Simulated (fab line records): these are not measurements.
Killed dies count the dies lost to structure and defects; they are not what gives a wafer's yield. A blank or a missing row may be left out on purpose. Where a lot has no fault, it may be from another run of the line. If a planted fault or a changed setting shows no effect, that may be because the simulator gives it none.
A single fault, viewed from 2 desks | flow berkeley cmos170 | numbers are kept per desk, each desk with only its own; the story behind them comes last

## THE TOOL OWNER'S DESK: implanter-03
UCB170_PSD_IMPLANT_08, tool's own readings: per-lot mean of the sampled wafers with a number, covering each lot this tool ran. Marked OUT: a lot whose mean sits more than 4 standard deviations from the usual mean, which makes it out of limits; the brackets give that distance.
Columns: A = beam energy keV at UCB170_PSD_IMPLANT_08, usual 19.999; B = dose ions cm2 at UCB170_PSD_IMPLANT_08, usual 3.0003e+15; C = faraday current uA at UCB170_PSD_IMPLANT_08, usual 9281
lot  | first seen here | A      | B                            | C
L309 | day 9 00:16     | 20.001 | 3.0019e+15                   | 9389
L313 | day 9 13:22     | 20.001 | 2.9980e+15                   | 9295
L318 | day 10 06:34    | 20.007 | 2.9967e+15                   | 9198
L322 | day 11 08:08    | 20.006 | 2.3917e+15 (-99 or more) OUT | 7420 (-10) OUT
L325 | day 11 09:02    | 20.004 | 2.3957e+15 (-99 or more) OUT | 7359 (-11) OUT
L326 | day 11 19:50    | 19.995 | 2.3955e+15 (-99 or more) OUT | 7526 (-9.8) OUT
This desk's verdict: out of limits on L322, L325, L326, starting with L322 at day 11 08:08 (dose ions cm2 at UCB170_PSD_IMPLANT_08). Within limits: L309, L313, L318.

## METROLOGY DESK
Lot by lot, what the gauges showed, no matter which tool ran the lot: averages of those sampled wafers that carry a number. Marked OUT: a lot whose mean sits more than 4 standard deviations from the usual mean, which makes it out of limits; the brackets give that distance.
Columns: A = SACOX_OXIDE_THK at UCB170_SACOX_THK_MEAS_02, usual 14.26 nm; B = cd nm at UCB170_GATE_CD_MEAS_12, usual 350.5 nm; C = PSD_TW at UCB170_PSD_TW_MEAS_10, usual 2346; D = PSD_RS at UCB170_SDANNEAL_RS_MEAS_02, usual 75.6 ohm/sq
lot  | first seen here | A     | B     | C               | D
L308 | day 6 19:58     | 14.47 | 349.4 | 2312            | 75.7
L309 | day 7 05:17     | 14.16 | 352.0 | 2357            | 75.6
L310 | day 7 05:18     | 14.26 | 349.2 | 2376            | 75.4
L313 | day 7 16:49     | 14.16 | 350.5 | 2312            | 76.2
L312 | day 7 16:49     | 14.40 | 350.7 | 2346            | 75.3
L311 | day 7 16:50     | 14.22 | 350.9 | 2325            | 75.2
L315 | day 8 04:55     | 14.39 | 348.8 | 2326            | 75.5
L316 | day 8 04:57     | 13.91 | 349.4 | 2325            | 75.6
L314 | day 8 05:01     | 14.00 | 350.8 | 2362            | 75.9
L318 | day 8 05:04     | 14.01 | 352.1 | 2377            | 75.5
L321 | day 9 05:52     | 14.56 | 352.4 | 2356            | 75.6
L325 | day 9 05:52     | 14.42 | 349.6 | 2195 (-7.5) OUT | 88.9 (+42) OUT
L322 | day 9 05:56     | 14.23 | 351.5 | 2198 (-7.4) OUT | 88.3 (+40) OUT
L326 | day 9 23:43     | 14.29 | 351.9 | 2205 (-7.1) OUT | 87.5 (+37) OUT
L328 | day 10 12:28    | 14.21 | 352.0 | 2353            | 75.8
Finding of this desk: L322, L325, L326 out of limits, first seen on L322 at day 11 08:21 (PSD_TW at UCB170_PSD_TW_MEAS_10). Within limits: L308, L309, L310, L313, L312, L311, L315, L316, L314, L318, L321, L328.

## PUT TOGETHER
An alarm could have come from the tool owner's desk at day 11 08:08, on L322, L325, L326.
At day 11 08:21 the metrology desk could have sounded an alarm, on L322, L325, L326.
All the named lots went through UCB170_PSD_IMPLANT_08 on implanter-03.

## WHAT WAS PUT IN BY THE SIMULATOR
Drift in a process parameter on implanter-03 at UCB170_PSD_IMPLANT_08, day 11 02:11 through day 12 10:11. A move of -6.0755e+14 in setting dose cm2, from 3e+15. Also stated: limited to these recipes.
Struck lots among those shown: L322, L325, L326.
Fault start to first reading out of limits, in hours, per desk: tool owner, 6; metrology, 6.
